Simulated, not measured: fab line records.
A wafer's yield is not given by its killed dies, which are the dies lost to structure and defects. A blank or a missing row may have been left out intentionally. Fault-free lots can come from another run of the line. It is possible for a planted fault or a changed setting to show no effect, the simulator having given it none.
One fault seen from 2 desks + flow ritCmos + what lay behind the numbers comes last; until then each desk has only its own

## AT THE METROLOGY DESK
Lot by lot, what the gauges showed, no matter which tool ran the lot: averages of those sampled wafers that carry a number. The brackets show how far a lot's mean lies from the usual mean; more than 4 standard deviations puts the lot out of limits, marked OUT.
Columns: A = FOX2_OXIDE_THK at RIT_FOX2_THK_MEAS_01, usual 350 nm; B = FIELD_OXIDE_LEFT_1_THK at RIT_FOX2_THK_MEAS_90, usual 322 nm; C = FIELD_OXIDE_LEFT_2_THK at RIT_FOX2_THK_MEAS_91, usual 254 nm
| lot  | first seen here | A             | B             | C             |
|------|-----------------|---------------|---------------|---------------|
| L721 | day 1 21:08     | 351           | 322           | 255           |
| L723 | day 2 06:00     | 352           | 324           | 256           |
| L725 | day 2 15:48     | 358           | 330           | 261           |
| L727 | day 3 03:47     | 348           | 321           | 254           |
| L728 | day 3 07:50     | 351           | 323           | 255           |
| L729 | day 3 11:41     | 351           | 323           | 255           |
| L730 | day 3 20:45     | 362           | 334           | 266           |
| L731 | day 3 23:21     | 357           | 330           | 262           |
| L732 | day 4 02:10     | 343           | 315           | 247           |
| L733 | day 4 08:22     | 348           | 319           | 250           |
| L734 | day 4 13:07     | 343           | 315           | 247           |
| L735 | day 4 16:37     | 348           | 320           | 251           |
| L738 | day 5 09:07     | 514 (+25) OUT | 486 (+25) OUT | 418 (+24) OUT |
| L739 | day 5 21:10     | 499 (+23) OUT | 472 (+23) OUT | 404 (+22) OUT |
This desk reports L738, L739 out of limits; the earliest was L738 at day 5 09:07 (FOX2_OXIDE_THK at RIT_FOX2_THK_MEAS_01). Within limits: L721, L723, L725, L727, L728, L729, L730, L731, L732, L733, L734, L735.

## AT THE TOOL OWNER'S DESK: furnace-03
The tool's own readings at RIT_FOX2_OXIDATION_00 (target thk 350.7 nm, ox time 1130 s): means of the sampled wafers that have a number, for each lot that ran on this tool. The brackets show how far a lot's mean lies from the usual mean; more than 4 standard deviations puts the lot out of limits, marked OUT.
Columns: A = spikeTcCentreC at RIT_FOX2_OXIDATION_00, usual 1103.0 C; B = zonePowerCentrePct at RIT_FOX2_OXIDATION_00, usual 57 %
| lot  | first seen here | A      | B  |
|------|-----------------|--------|----|
| L728 | day 3 06:31     | 1103.4 | 60 |
| L730 | day 3 19:26     | 1104.7 | 61 |
| L733 | day 4 07:03     | 1102.8 | 61 |
| L734 | day 4 11:48     | 1103.5 | 61 |
| L735 | day 4 15:18     | 1103.6 | 61 |
| L738 | day 5 07:46     | 1103.8 | 61 |
| L739 | day 5 19:52     | 1103.7 | 60 |
Result from this desk: across the 7 lots, nothing is out of limits.

## PUT TOGETHER
L738, L739 would have let the metrology desk raise an alarm at day 5 09:07.
Nothing out of limits was seen by the tool owner's desk.
Tool owner's desk: L738, L739 on record, inside its limits.
All the named lots went through RIT_FOX2_OXIDATION_00 on furnace-03.

## WHAT THE SIMULATOR HAD PUT IN
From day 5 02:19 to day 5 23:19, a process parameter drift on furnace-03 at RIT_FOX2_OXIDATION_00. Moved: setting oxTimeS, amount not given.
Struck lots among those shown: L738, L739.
Per desk, hours elapsed from the start of the fault to the first reading out of limits: for the metrology desk, 7.
